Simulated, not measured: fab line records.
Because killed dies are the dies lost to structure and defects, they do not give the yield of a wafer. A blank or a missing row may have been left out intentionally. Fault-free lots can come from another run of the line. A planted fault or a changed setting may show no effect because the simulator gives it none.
Comparing a struck lot with a sound one ; flow ritCmos ; 30 out of 202 route steps
Sound: these wafers, L841.3, L841.4, L841.5. The struck wafers were L853.1, L853.4, L853.6. Last of all comes the cause.
For every step that has rows: the tool of each side, followed by ch and its chambers, followed by its first start. Under that, the readings that differ: sound wafers ; struck wafers ; difference of the means ; sigmas: that difference in standard deviations of wafers without a fault.
alike: readings with means less than 2 such deviations apart, plus words and numbers identical on both sides. not compared: withheld readings, readings lacking a value on some wafer, bounds such as >300 that could conceal the same value, and numbers that have no deviation in the record and whose values overlap.
Wherever a step has rows on one side only, a row that says differs or no value, or a row with sigmas, the two part there. When numbers do not overlap yet have no deviation, they are printed without sigmas and do not part them. A reading that every wafer of one side lacks parts them only if that side has two wafers or more.

RIT_FOX2_THK_MEAS_01:
  struck on filmMetro-02, day 5 22:53; sound on filmMetro-02, day 3 11:15
  alike: FOX2_OXIDE_THK
then, 2 steps without rows for these wafers: RIT_FOX2_CLEAN_02 (cleans in dHF, time 180 s); RIT_FOX2_WET_ETCH_03 (etches Si3N4 in H3PO4, target depth 195 nm, time 2700 s).
RIT_FOX2_THK_MEAS_90:
  struck on filmMetro-01, day 5 23:45; sound on filmMetro-02, day 3 12:12
  alike: FIELD_OXIDE_LEFT_1_THK
then, 6 steps without rows for these wafers: RIT_NWELL_HMDS_00 (prime time 60 s); RIT_NWELL_COAT_01 (resist thk 1300 nm); RIT_NWELL_SOFTBAKE_02 (time 60 s); RIT_NWELL_EXPOSE_03 (exposes mask M2, target cd 43900 nm); RIT_NWELL_PEB_04; RIT_NWELL_DEVELOP_05 (develop time 68 s).
RIT_NWELL_OVL_MEAS_06:
  struck on overlay-01, day 6 00:41; sound on overlay-01, day 3 13:22
  alike: NWELL_OVL
then, 1 step without rows for these wafers: RIT_NWELL_HARDBAKE_07 (time 120 s).
RIT_NWELL_IMPLANT_08:
  sound on implanter-02 ch 0, day 3 13:41; struck on implanter-03 ch 0, day 6 00:59
reading;sound;struck;difference;sigmas
beamEnergyKeV;170.04 169.99 169.96;214.18 214.13 214.16;+44.16;+99 or more
model.implant.rpNm (nm);216.7 216.7 216.7;276 276 276;+59;
model.implant.drpNm (nm);68.82 68.82 68.82;81.3 81.3 81.3;+12.5;
  alike: doseIonsCm2
RIT_NWELL_STRIP_09: strips in O2, time 180 s.
  sound on plasmaAsher-02 ch 0,1, day 3 13:50; struck on plasmaAsher-02 ch 0, day 6 01:08
  alike: drypumpMotorCurrentA
  not compared: rfHoursCounterH
RIT_NWELL_TW_MEAS_10:
  struck on filmMetro-01, day 6 01:19; sound on filmMetro-03, day 3 13:58
reading;sound;struck;difference;sigmas
NWELL_TW;2174 2174 2185;2255 2251 2255;+76;+7
then, 6 steps without rows for these wafers: RIT_PWELL_HMDS_00 (prime time 60 s); RIT_PWELL_COAT_01 (resist thk 1300 nm); RIT_PWELL_SOFTBAKE_02 (time 60 s); RIT_PWELL_EXPOSE_03 (exposes mask M3, target cd 43700 nm); RIT_PWELL_PEB_04; RIT_PWELL_DEVELOP_05 (develop time 68 s).
RIT_PWELL_OVL_MEAS_06:
  struck on overlay-01, day 6 02:29; sound on overlay-01, day 3 15:10
  alike: PWELL_OVL
then, 2 steps without rows for these wafers: RIT_PWELL_HARDBAKE_07 (time 120 s); RIT_PWELL_IMPLANT_08.
RIT_PWELL_STRIP_09: strips in O2, time 180 s.
  sound on plasmaAsher-04 ch 0,1, day 3 15:39; struck on plasmaAsher-01 ch 1, day 6 02:55
  alike: drypumpMotorCurrentA
  not compared: rfHoursCounterH
RIT_PWELL_TW_MEAS_10:
  struck on filmMetro-01, day 6 03:05; sound on filmMetro-01, day 3 15:47
  alike: PWELL_TW
then, 1 step without rows for these wafers: RIT_WELLDRIVE_ANNEAL_00 (time 14700 s).
RIT_WELLDRIVE_RS_MEAS_01: uses a four-point probe to measure.
  struck on filmMetro-02, day 6 08:42; sound on filmMetro-01, day 3 20:57
reading;sound;struck;difference;sigmas
NWELL_RS (ohm/sq);274.4 275.9 275.2;273.5 272.4 273.5;-2.0;-3
RIT_WELLDRIVE_RS_MEAS_02: uses a four-point probe to measure.
  struck on filmMetro-02, day 6 08:49; sound on filmMetro-01, day 3 21:04
  alike: PWELL_RS
RIT_M1_PROBE_99:
  struck on prober-01, day 7 13:46; sound on prober-01, day 5 02:38
reading;sound;struck;difference;sigmas
model.etest.fieldPMetal.vtV (V);-29.99 -30.49 -30.69;-43.09 -43.45 -44.2;-13.19;
model.etest.fieldP.vtV (V);-12.81 -12.84 -12.85;-18.61 -18.71 -18.82;-5.88;
model.etest.wellEdgeRight.lineOhmUm;183.8 181.1 182.5;176.7 179.1 179.2;-4.1;
model.etest.isoNwellNwell.bvV (V);22.13 21.94 21.62;20.55 20.2 20.36;-1.53;
model.etest.isoPplusPwell.lateralLog10AUm;-9.237 -9.267 -9.29;-9.435 -9.395 -9.438;-0.158;
  alike: killedAtContacts, killedAtFrontEnd, killedDies, killedOnRim, killedOpen, killedShort
  not compared: model.etest.nwellPinched.rsOhmSq, model.etest.wellEdgeLeft.lineOhmUm, model.etest.pmosNarrow.offLog10AUm

== WHERE THEY PART ==
Earliest at RIT_NWELL_IMPLANT_08; latest, in this record, at RIT_WELLDRIVE_RS_MEAS_01. Later steps at which nothing parts them and some readings are alike: RIT_WELLDRIVE_RS_MEAS_02, RIT_M1_PROBE_99.

WHY: what the simulator had put in
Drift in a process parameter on implanter-03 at RIT_NWELL_IMPLANT_08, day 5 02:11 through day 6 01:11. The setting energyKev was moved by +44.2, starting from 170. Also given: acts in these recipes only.
